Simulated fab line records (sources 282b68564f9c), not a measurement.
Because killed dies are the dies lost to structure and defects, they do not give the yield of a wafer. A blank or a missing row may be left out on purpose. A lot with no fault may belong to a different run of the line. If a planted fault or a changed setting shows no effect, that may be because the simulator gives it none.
Which tool was responsible? | flow rit cmos | 6 lots, 18 wafers sampled, at 3 steps of a route of 202

== WHAT EACH GAUGE READ, for each wafer ==
RIT_SDANNEAL_RS_MEAS_04: measures by four-point-probe.
lot  | measured    | on            | PSD_RS (ohm/sq)
L467 | day 3 08:30 | film metro-02 | 115.9 115.8 115.4
L470 | day 4 00:26 | film metro-01 | 115.6 115.4 115.6
L474 | day 4 22:00 | film metro-01 | 115.2 115.3 114.9
L476 | day 5 08:38 | film metro-02 | 97.3 97.4 97.7
L485 | day 7 03:02 | film metro-02 | 115.8 115.9 115.9
L487 | day 7 12:17 | film metro-01 | 115.2 115.5 115.5

== WHAT TOOL EACH LOT RAN ON (gives the tool, then ch and the chambers of the sampled wafers, and finally the start) ==
lot  | RIT_GATE_STRIP_20                   | RIT_SDANNEAL_RTA_03
L467 | plasma asher-03 ch 0,1, day 2 18:56 | rtp anneal-01 ch 0, day 3 08:27
L470 | plasma asher-03 ch 1, day 3 10:59   | rtp anneal-02 ch 0, day 4 00:22
L474 | plasma asher-02 ch 0,1, day 4 07:35 | rtp anneal-02 ch 0, day 4 21:55
L476 | plasma asher-02 ch 0,1, day 4 18:26 | rtp anneal-02 ch 0, day 5 08:34
L485 | plasma asher-02 ch 0,1, day 6 13:44 | rtp anneal-01 ch 0, day 7 02:57
L487 | plasma asher-03 ch 0,1, day 6 23:53 | rtp anneal-01 ch 0, day 7 12:14
- RIT_GATE_STRIP_20: strips in O2, time 180 s.
- RIT_SDANNEAL_RTA_03: time 5 s.

== THE ANSWER, worked out from the rows above alone ==
Rule: the lots themselves supply what counts as usual. Put in order of their means at a reading, lots are off if they are a third of the lots or fewer, leave a main group of 4 or more, and stand apart from it by a gap of 3 or more times the standard deviation of the main group's means; of several such gaps the widest counts. Not used: any main group whose means are identical at the precision the tables above print for the reading. A lot without any number at a reading at which 4 lots or more have one is off too. All remaining lots with rows at the step are treated as sound.
Off: at RIT_SDANNEAL_RS_MEAS_04 (PSD_RS), L476. The main group has a mean of 115.5 ohm/sq with a standard deviation of 0.25.
A tool fits if, at a process step before that reading, it ran every lot that is off, and no sound lot after the first of them. Gauges at RIT_SDANNEAL_RS_MEAS_04: tried the same way as those tools. One fits: rtp anneal-02 at RIT_SDANNEAL_RTA_03. Its last sound lot is L474 (day 4 21:55), its first lot that is off L476 (day 5 08:34): a fault that began between those two fits.

== WHAT WAS PUT IN BY THE SIMULATOR ==
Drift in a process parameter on rtp anneal-02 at RIT_SDANNEAL_RTA_03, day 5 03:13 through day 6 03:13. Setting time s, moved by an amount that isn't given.
Lots struck among those shown: L476. Same finding as the rule above.
